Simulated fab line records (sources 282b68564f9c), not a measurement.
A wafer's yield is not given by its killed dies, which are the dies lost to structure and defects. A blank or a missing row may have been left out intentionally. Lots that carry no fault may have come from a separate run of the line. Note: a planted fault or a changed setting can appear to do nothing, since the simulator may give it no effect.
What tool caused it?    flow rit_cmos    7 lots, 21 wafers sampled, at 3 steps of a route of 202

## WHAT THE GAUGES SHOWED, per wafer
RIT_M1_CD_MEAS_09: target cd 2600 nm.
lot   measured     on         cd_nm (nm)
L807  day 3 10:59  cd_sem-02  2600.8 2599.1 2598.8
L809  day 3 22:45  cd_sem-02  2599.6 2598.9 2600.0
L813  day 4 20:57  cd_sem-02  2611.2 2611.8 2612.2
L819  day 6 00:33  cd_sem-02  2599.0 2599.4 2598.3
L822  day 6 15:57  cd_sem-02  2597.6 2599.2 2598.6
L827  day 7 15:25  cd_sem-02  2603.1 2601.4 2601.7
L829  day 8 07:42  cd_sem-01  2597.3 2597.1 2596.8

## WHICH TOOL RAN EACH LOT (tool, then ch and the chambers of the sampled wafers, then the start)
lot   RIT_NSD_STRIP_09                     RIT_M1_COAT_04
L807  plasma_asher-02 ch 0,1, day 3 04:05  litho_track-02 ch 0, day 3 10:16
L809  plasma_asher-01 ch 0,1, day 3 15:42  litho_track-02 ch 0, day 3 21:54
L813  plasma_asher-01 ch 0,1, day 4 13:52  litho_track-04 ch 0, day 4 20:14
L819  plasma_asher-04 ch 0,1, day 5 17:40  litho_track-03 ch 0, day 5 23:41
L822  plasma_asher-01 ch 0,1, day 6 09:08  litho_track-02 ch 0, day 6 15:13
L827  plasma_asher-01 ch 0,1, day 7 08:34  litho_track-03 ch 0, day 7 14:35
L829  plasma_asher-01 ch 0,1, day 8 00:34  litho_track-03 ch 0, day 8 06:41
- RIT_NSD_STRIP_09: strips in O2, time 180 s.
- RIT_M1_COAT_04: resist thk 1300 nm.

## THE ANSWER, worked out from the rows above alone
Rule: the usual values come from the lots themselves. Put in order of their means at a reading, lots are off if they are a third of the lots or fewer, leave a main group of 4 or more, and stand apart from it by a gap of 3 or more times the standard deviation of the main group's means; of several such gaps the widest counts. The tables above print the reading to a certain number of digits; a main group whose means all agree to those digits is not used. Also off: a lot with no number at a reading for which 4 or more lots have one. Any other lot the step has rows for is counted as sound.
Off, at RIT_M1_CD_MEAS_09 on cd_nm: L813. For the main group the mean is 2599.3 nm and the standard deviation 1.5.
If a tool, at a process step before that reading, ran all the lots that are off and no sound lot after the first of them, it fits. The gauges at RIT_M1_CD_MEAS_09 are tried like those tools. One fits: RIT_M1_COAT_04 on litho_track-04. It ran no sound lot before its first lot that is off in this sample, so the start can't be narrowed down.

## WHAT WAS PUT IN BY THE SIMULATOR
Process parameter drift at RIT_M1_COAT_04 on litho_track-04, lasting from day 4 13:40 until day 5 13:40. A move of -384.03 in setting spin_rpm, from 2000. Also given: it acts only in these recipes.
Shown lots that were struck: L813. The rule above reached the same finding.
